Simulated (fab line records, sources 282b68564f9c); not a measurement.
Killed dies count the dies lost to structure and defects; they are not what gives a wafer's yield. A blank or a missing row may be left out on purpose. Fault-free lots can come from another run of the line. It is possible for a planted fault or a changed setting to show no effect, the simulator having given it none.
The tool behind it: which one?	flow rit_cmos	42 wafers from 14 lots sampled at 3 of the route's 202 steps

## WHAT THE GAUGES READ, wafer by wafer
RIT_SPACER_THK_MEAS_04. Usual: for SPACER_NITRIDE_THK the level is 250.9 nm and the standard deviation is 2.9.
lot	measured	on	SPACER_NITRIDE_THK (nm)	flag
L692	day 3 09:38	film_metro-02	259.1 259.2 257.8	
L693	day 3 13:47	film_metro-01	250.6 253.2 252.7	
L695	day 4 00:57	film_metro-03	251.6 252.6 250.0	
L697	day 4 10:21	film_metro-03	253.4 254.0 252.2	
L698	day 4 18:03	film_metro-03	251.6 252.1 251.9	
L699	day 5 00:23	film_metro-01	250.9 250.8 249.9	
L700	day 5 02:08	film_metro-02	246.3 246.6 245.9	
L701	day 5 09:20	film_metro-02	245.7 247.9 246.1	
L702	day 5 16:39	film_metro-02	253.8 252.5 251.6	
L704	day 5 21:04	film_metro-01	251.4 251.7 251.2	
L709	day 7 05:52	film_metro-02	247.5 247.8 248.7	
L710	day 7 11:47	film_metro-03	255.3 254.7 253.7	
L711	day 7 13:21	film_metro-03	251.1 249.1 251.3	
L713	day 8 09:29	film_metro-03	252.2 254.0 252.3	

## WHAT TOOL EACH LOT RAN ON (gives the tool, then ch and the chambers of the sampled wafers, and finally the start)
lot	RIT_NRETRO_STRIP_09	RIT_PLDD_STRIP_09
L692	plasma_asher-01 ch 0,1, day 2 16:52	plasma_asher-03 ch 0,1, day 3 07:05
L693	plasma_asher-01 ch 0,1, day 2 22:19	plasma_asher-01 ch 1, day 3 11:15
L695	plasma_asher-04 ch 0,1, day 3 08:44	plasma_asher-03 ch 0,1, day 3 21:56
L697	plasma_asher-03 ch 0,1, day 3 18:01	plasma_asher-03 ch 1, day 4 07:49
L698	plasma_asher-04 ch 0,1, day 3 22:56	plasma_asher-04 ch 0,1, day 4 15:31
L699	plasma_asher-04 ch 0,1, day 4 03:54	plasma_asher-03 ch 0,1, day 4 20:26
L700	plasma_asher-04 ch 0,1, day 4 09:59	plasma_asher-04 ch 0,1, day 4 23:37
L701	plasma_asher-03 ch 0,1, day 4 14:30	plasma_asher-01 ch 1, day 5 06:49
L702	plasma_asher-01 ch 0,1, day 4 20:28	plasma_asher-03 ch 0,1, day 5 14:06
L704	plasma_asher-01 ch 0,1, day 5 04:09	plasma_asher-04 ch 0,1, day 5 18:32
L709	plasma_asher-03 ch 0, day 6 09:22	plasma_asher-01 ch 0,1, day 7 03:19
L710	plasma_asher-01 ch 0,1, day 6 14:07	plasma_asher-01 ch 0,1, day 7 09:19
L711	plasma_asher-01 ch 0,1, day 6 15:46	plasma_asher-04 ch 0,1, day 7 09:37
L713	plasma_asher-03 ch 0,1, day 7 05:27	plasma_asher-04 ch 0,1, day 8 06:58
- RIT_NRETRO_STRIP_09: strips in O2, time 180 s.
- RIT_PLDD_STRIP_09: strips in O2, time 180 s.

## WHAT THE TOOLS THEMSELVES READ (means of the sampled wafers that have a number; where no wafer has one, the mark that the record gives instead)
RIT_NRETRO_STRIP_09. Usual: drypump_motor_current_A at 5.7 A, with a standard deviation of 0.52.
lot	tool	drypump_motor_current_A (A)	flag
L692	plasma_asher-01	6.1	
L693	plasma_asher-01	5.5	
L695	plasma_asher-04	5.9	
L697	plasma_asher-03	5.4	
L698	plasma_asher-04	5.9	
L699	plasma_asher-04	5.8	
L700	plasma_asher-04	5.8	
L701	plasma_asher-03	5.4	
L702	plasma_asher-01	5.5	
L704	plasma_asher-01	6.1	
L709	plasma_asher-03	5.3	
L710	plasma_asher-01	6.1	
L711	plasma_asher-01	6.1	
L713	plasma_asher-03	5.5	

RIT_PLDD_STRIP_09. Usual: drypump_motor_current_A at 5.7 A, with a standard deviation of 0.49.
lot	tool	drypump_motor_current_A (A)	flag
L692	plasma_asher-03	5.4	
L693	plasma_asher-01	5.0	
L695	plasma_asher-03	5.5	
L697	plasma_asher-03	5.6	
L698	plasma_asher-04	5.8	
L699	plasma_asher-03	5.5	
L700	plasma_asher-04	5.9	
L701	plasma_asher-01	5.0	
L702	plasma_asher-03	5.4	
L704	plasma_asher-04	5.9	
L709	plasma_asher-01	6.1	
L710	plasma_asher-01	5.5	
L711	plasma_asher-04	5.9	
L713	plasma_asher-04	5.8	

## THE ANSWER, worked out from the rows above alone
Rule: take the mean of a lot's wafers that have a number; if it is more than 3 standard deviations from the usual mean, the lot is off. Also off: a lot with no number at a reading for which 4 or more lots have one. The other lots that the step has rows for count as sound. After the gauges, taken in route order, come the tools' own readings; for these a lot's mean is taken, as printed above. The first step at which some lot is off is used, and at that step the reading that is off furthest; a lot without a number counts as furthest.
No lot is off on any of the readings shown, so nothing can be concluded from this.

## WHAT THE SIMULATOR PUT IN
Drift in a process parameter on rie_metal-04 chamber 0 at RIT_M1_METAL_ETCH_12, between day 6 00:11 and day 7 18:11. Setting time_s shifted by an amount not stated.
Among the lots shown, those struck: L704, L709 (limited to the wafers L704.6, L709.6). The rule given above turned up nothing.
